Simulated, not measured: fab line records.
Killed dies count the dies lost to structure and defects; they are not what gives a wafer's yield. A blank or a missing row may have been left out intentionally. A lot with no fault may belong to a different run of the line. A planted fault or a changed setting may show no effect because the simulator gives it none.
8D (eight disciplines) problem report, filled in by code | flow berkeleyCmos170 | the parts of the form that need people (team, actions taken, sign-off) are left out

== 1. THE ISSUE ==
V2_TEOS_THK at UCB170_V2_THK_MEAS_01 reads a mean of 2678 nm on 2 wafers of 1 lot; wafers without a fault read 1990 nm with a standard deviation of 26. That is +26 standard deviations from the usual mean.
The first sign was on wafer L763.1 at day 11 07:58, on filmMetro-04. The record has a number at this step for 39 wafers belonging to 13 lots. By rule, "out" or "out of limits" means more than 4 standard deviations away from the usual mean. The rest of the wafers with a number are treated as sound.

== 2. WHAT IT IS AND WHAT IT IS NOT ==
question                    | is                | is not
which readings at this step | V2_TEOS_THK       | -
which lots                  | L763              | L746, L747, L748, L749, L750, L751, L752, L753, L754, L762, L768, L769
which wafers of those lots  | L763.1, L763.4    | L763.3
read on which gauges        | filmMetro-04      | filmMetro-01, filmMetro-02
when                        | from day 11 07:58 | up to then (31 sound wafers); but 6 sound wafers of L768, L769 came after

== 3. SUSPECTS, AND WHAT RULES EACH OUT ==
Counting: any tool at a process step up to the reading remains a suspect provided it ran every lot that is out. Sound lots after the first of them don't rule it out here, since some wafers of a struck lot are sound.
- the gauge at UCB170_V2_THK_MEAS_01: kept. All the wafers that are out were read on filmMetro-04, and no step on other tools shows them out.
- rieDiel-03 at UCB170_CONTACT_ETCH_18 (etches PSG in CHF3/CF4/Ar, stops on TiSi2, target depth 840 nm, time 195 s): kept. L763, the lot that is out, went through it at day 10 20:29; up to then, the latest sound lot through it was L752 at day 8 00:08. Because UCB170_CONTACT_ETCH_18 lacks a start for some lots, the hours and order of its lots are taken from UCB170_M1_PEB_07.
- lithoTrack-01 at UCB170_M1_PEB_07: kept. L763, the lot that is out, went through it at day 10 20:29; up to then, the latest sound lot through it was L762 at day 10 02:17.
- pecvd-04 at UCB170_V2_CVD_00 (deposits SiO2 from TEOS/O2, target thk 2000 nm, time 250 s): kept. L763, the lot that is out, went through it at day 11 07:46; up to then, the latest sound lot through it was L754 at day 9 06:26.
- Within rieDiel-03 at UCB170_CONTACT_ETCH_18: the wafers that are out ran in chambers 1, 3; their sound lot-mates ran in chamber 2.
- At UCB170_V2_CVD_00 on pecvd-04, chamber 0 took the sound wafers of the same lots and chamber 2 took the wafers that are out.
Left after counting: rieDiel-03 at UCB170_CONTACT_ETCH_18, lithoTrack-01 at UCB170_M1_PEB_07, pecvd-04 at UCB170_V2_CVD_00, filmMetro-04 at UCB170_V2_THK_MEAS_01.

== 4. THE CAUSE (what the simulator had put in) ==
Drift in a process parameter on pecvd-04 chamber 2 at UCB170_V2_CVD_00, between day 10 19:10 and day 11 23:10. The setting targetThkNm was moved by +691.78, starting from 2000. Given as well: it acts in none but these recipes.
Counting left 4 suspects, and this tool is among them.

== 5. THE EFFECT CHAIN, in route order ==
Each row: a reading whose mean over the struck wafers that have a number lies more than 3 standard deviations from the usual. Only readings whose record carries a usual standard deviation are examined. hours: median over the lots of the time between each lot's start at the first step of this table that gives one and its start at this step. sigmas: the change, counted in usual standard deviations.
hours | step                  | reading     | usual   | on struck wafers | change | sigmas
0     | UCB170_V2_THK_MEAS_01 | V2_TEOS_THK | 1990 nm | 2678             | +688   | +26

== 6. HOW IT WOULD HAVE BEEN CAUGHT EARLIER ==
The first out-of-limits reading at a measuring or inspecting step in this record came at day 11 07:58, 13 hours after the fault's start at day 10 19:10.
An alarm limit of 4 standard deviations would not have fired on the tool readings at UCB170_V2_CVD_00 for which the record gives a usual standard deviation, since none of them was out on any struck wafer.
The start of UCB170_V2_CVD_00 on pecvd-04 came by day 11 07:58 for every one of the lots that are out (1). A hold on the tool at that time would have spared none of them.
